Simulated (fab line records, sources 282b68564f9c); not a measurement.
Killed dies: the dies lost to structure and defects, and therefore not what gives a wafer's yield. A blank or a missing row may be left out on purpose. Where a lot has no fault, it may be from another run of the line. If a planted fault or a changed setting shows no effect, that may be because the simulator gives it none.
Struck lot and sound lot, side by side -- flow rit_cmos -- 18 out of 202 route steps
Sound: these wafers, L853.2, L853.3, L853.6. The struck wafers were L862.2, L862.3, L862.4. The cause comes at the end.
At each step with rows: each side's tool, then ch and its chambers, then its first start. Under that, the readings that differ: sound wafers -- struck wafers -- difference of the means -- sigmas: that difference in standard deviations of wafers without a fault.
alike: readings with means less than 2 such deviations apart, plus words and numbers identical on both sides. not compared: withheld readings, readings lacking a value on some wafer, bounds such as >300 that could conceal the same value, and numbers that have no deviation in the record and whose values overlap.
A row with sigmas, a row that says differs or no value, or rows on one side alone: a step with any of these is where the two part. Numbers that have no deviation but don't overlap get no sigmas and don't part them. Lack of a reading on every wafer of one side parts them only where that side has two or more wafers.

first, 1 step without rows for these wafers: RIT_PLDD_IMPLANT_08.
RIT_PLDD_STRIP_09: strips in O2, time 180 s.
  sound on plasma_asher-04 ch 0,1, day 3 19:24; struck on plasma_asher-04 ch 0,1, day 5 13:44
  alike: drypump_motor_current_A
  not compared: rf_hours_counter_h
RIT_PLDD_TW_MEAS_10:
  sound: film_metro-02 at day 3 19:35; struck: film_metro-04 at day 5 13:55
  alike: PLDD_TW
then, 4 steps without rows for these wafers: RIT_SPACER_CLEAN_00 (cleans in SC1, time 600 s); RIT_SPACER_CLEAN_01 (cleans in dHF, time 30 s); RIT_SPACER_CLEAN_02 (cleans in SC2, time 600 s); RIT_SPACER_CVD_03 (deposits Si3N4 from SiH2Cl2/NH3, target thk 250 nm, time 3300 s).
RIT_SPACER_THK_MEAS_04:
  sound: film_metro-01 at day 3 21:56; struck: film_metro-03 at day 5 16:16
  alike: SPACER_NITRIDE_THK
RIT_SPACER_ETCHBACK_05: etches Si3N4 in SF6/CHF3, stops on SiO2, target depth 250 nm, time 240 s.
  sound on rie_diel-03 ch 0,1,2, day 3 21:59; struck on rie_diel-04 ch 1,2, day 5 16:19
  alike: SF6_flow_sccm, drypump_motor_current_A, oes_product_au, throttle_valve_pct
  not compared: rf_hours_counter_h
then, 3 steps without rows for these wafers: RIT_NSD_HMDS_00 (prime time 60 s); RIT_NSD_COAT_01 (resist thk 1000 nm); RIT_NSD_SOFTBAKE_02 (time 60 s).
RIT_NSD_EXPOSE_03: exposes mask M9, target cd 40700 nm.
  sound on iline_stepper-01 ch 0, day 3 22:44; struck on iline_stepper-01 ch 0, day 5 17:04
reading,sound,struck,difference,sigmas
model.NSD.overlay_x_nm (nm),-0.1667 -0.1667 -0.1667,-179.6 -179.6 -179.6,-179.4,
  alike: mask
then, 2 steps without rows for these wafers: RIT_NSD_PEB_04; RIT_NSD_DEVELOP_05 (develop time 50 s).
RIT_NSD_OVL_MEAS_06:
  sound: overlay-01 at day 3 23:07; struck: overlay-02 at day 5 17:27
reading,sound,struck,difference,sigmas
NSD_OVL (nm),0.3 0.2 -0.3,-178.2 -178.6 -178.9,-178.6,-99 or more
then, 1 step without rows for these wafers: RIT_NSD_HARDBAKE_07 (time 60 s).
RIT_M1_PROBE_99:
  rows exist in the record for the struck wafers here (prober-02, day 6 03:47), but not for the sound ones

WHERE THEY PART
Earliest at RIT_NSD_OVL_MEAS_06; latest, in this record, at RIT_M1_PROBE_99.

WHY: whatever the simulator had introduced
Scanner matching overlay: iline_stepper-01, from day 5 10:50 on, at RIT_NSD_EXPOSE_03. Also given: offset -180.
